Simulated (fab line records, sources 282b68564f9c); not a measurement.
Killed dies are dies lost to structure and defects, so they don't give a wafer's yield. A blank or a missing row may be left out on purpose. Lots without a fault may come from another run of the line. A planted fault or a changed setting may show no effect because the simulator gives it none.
Chamber matching | flow rit_cmos | RIT_SILICIDE_WET_ETCH_05 on wet_bench-04: 3 sister chambers
The step etches Ti in SPM, time 120 s. 3 wafers are shown with their chamber, then 7 later ones without.

WAFERS WITH THEIR CHAMBER
wafer  | chamber | bath_heat_duty_pct (%)
L922.6 | 2       | 13.0
L923.5 | 0       | 12.6
L924.4 | 1       | 15.5

WAFERS WITHOUT THEIR CHAMBER
wafer  | bath_heat_duty_pct (%)
L924.6 | 14.1
L928.1 | 14.5
L928.2 | 14.8
L928.6 | 14.7
L937.2 | 16.3
L937.4 | 14.7
L937.5 | 14.2

WHICH CHAMBER EACH WENT THROUGH
wafer  | from the rows above          | in truth
L924.6 | can't be placed: 2 or 1 or 0 | 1
L928.1 | can't be placed: 1 or 2 or 0 | 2
L928.2 | can't be placed: 1 or 2 or 0 | 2
L928.6 | can't be placed: 1 or 2 or 0 | 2
L937.2 | 1                            | 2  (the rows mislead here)
L937.4 | can't be placed: 1 or 2 or 0 | 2
L937.5 | can't be placed: 2 or 1 or 0 | 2
Placed correctly: 0 of 7. Can't be placed from these rows: 6 (the true chamber is among the candidates in 6). Placed wrongly: 1.
How it was worked out, from the rows above alone: a wafer's distance from a chamber is the root of the sum, over the readings, of the square of ((its reading less the chamber's mean) divided by the reading's scatter). The wafer belongs to the nearest chamber; if the next one is less than 2 further off, it can't be placed. A chamber's mean is the mean of its shown wafers. The scatter: with one shown wafer a chamber, the root of the mean of the squares of how far each hidden wafer lies from its nearest shown one.
